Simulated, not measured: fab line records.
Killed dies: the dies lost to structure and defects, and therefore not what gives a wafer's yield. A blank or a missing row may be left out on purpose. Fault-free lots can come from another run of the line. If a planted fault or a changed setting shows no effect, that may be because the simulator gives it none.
Which tool is to blame?	flow rit_cmos	7 lots, 21 wafers sampled, at 3 steps of a route of 202

WHAT THE GAUGES SHOWED, per wafer
RIT_REOX_THK_MEAS_04.
lot	measured	on	REOX_OXIDE_THK (nm)
L621	day 3 10:58	film_metro-02	24.3 24.3 24.2
L623	day 4 03:08	film_metro-01	24.7 24.6 24.6
L627	day 5 03:57	film_metro-02	24.8 25.2 24.8
L629	day 5 05:34	film_metro-02	28.6 28.5 28.9
L632	day 5 19:07	film_metro-02	25.8 25.5 25.7
L635	day 6 12:05	film_metro-04	25.2 25.2 25.1
L638	day 7 04:11	film_metro-02	24.5 24.4 24.2

EACH LOT AND THE TOOL THAT RAN IT (in order: tool; ch and the chambers of the sampled wafers; start)
lot	RIT_ACTIVE_STRIP_14	RIT_REOX_OXIDATION_03
L621	plasma_asher-02 ch 0,1, day 2 06:02	furnace-04 ch 0, day 3 08:25
L623	plasma_asher-02 ch 0,1, day 2 16:05	furnace-03 ch 0, day 4 00:35
L627	plasma_asher-04 ch 0,1, day 3 13:54	furnace-01 ch 0, day 5 01:23
L629	plasma_asher-04 ch 0,1, day 4 03:50	furnace-04 ch 0, day 5 03:01
L632	plasma_asher-01 ch 0,1, day 4 14:32	furnace-03 ch 0, day 5 16:34
L635	plasma_asher-01 ch 0,1, day 5 05:04	furnace-03 ch 0, day 6 09:31
L638	plasma_asher-04 ch 0,1, day 5 19:06	furnace-03 ch 0, day 7 01:38
- RIT_ACTIVE_STRIP_14: strips in O2, time 180 s.
- RIT_REOX_OXIDATION_03: target thk 25.2 nm, ox time 5580 s.

THE ANSWER, worked out from the rows above alone
Rule: the lots themselves supply what counts as usual. Put in order of their means at a reading, lots are off if they are a third of the lots or fewer, leave a main group of 4 or more, and stand apart from it by a gap of 3 or more times the standard deviation of the main group's means; of several such gaps the widest counts. A main group is skipped when, at the precision printed for the reading in the tables above, its means are all equal. A lot without any number at a reading at which 4 lots or more have one is off too. All remaining lots with rows at the step are treated as sound.
Off: L629, at RIT_REOX_THK_MEAS_04 (REOX_OXIDE_THK). Main group: mean 24.8 nm, sd 0.48.
A tool fits if, at a process step before that reading, it ran every lot that is off, and no sound lot after the first of them. The gauges at RIT_REOX_THK_MEAS_04 are tried like those tools. One candidate fits, namely furnace-04 at RIT_REOX_OXIDATION_03. A fault onset in the window from L621 (day 3 08:25, its last sound lot) to L629 (day 5 03:01, its first lot off) fits.

WHAT THE SIMULATOR HAD INSERTED
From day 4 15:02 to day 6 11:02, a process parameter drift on furnace-04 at RIT_REOX_OXIDATION_03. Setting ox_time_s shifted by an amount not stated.
Struck lots among those shown: L629. The rule given above showed the same thing.
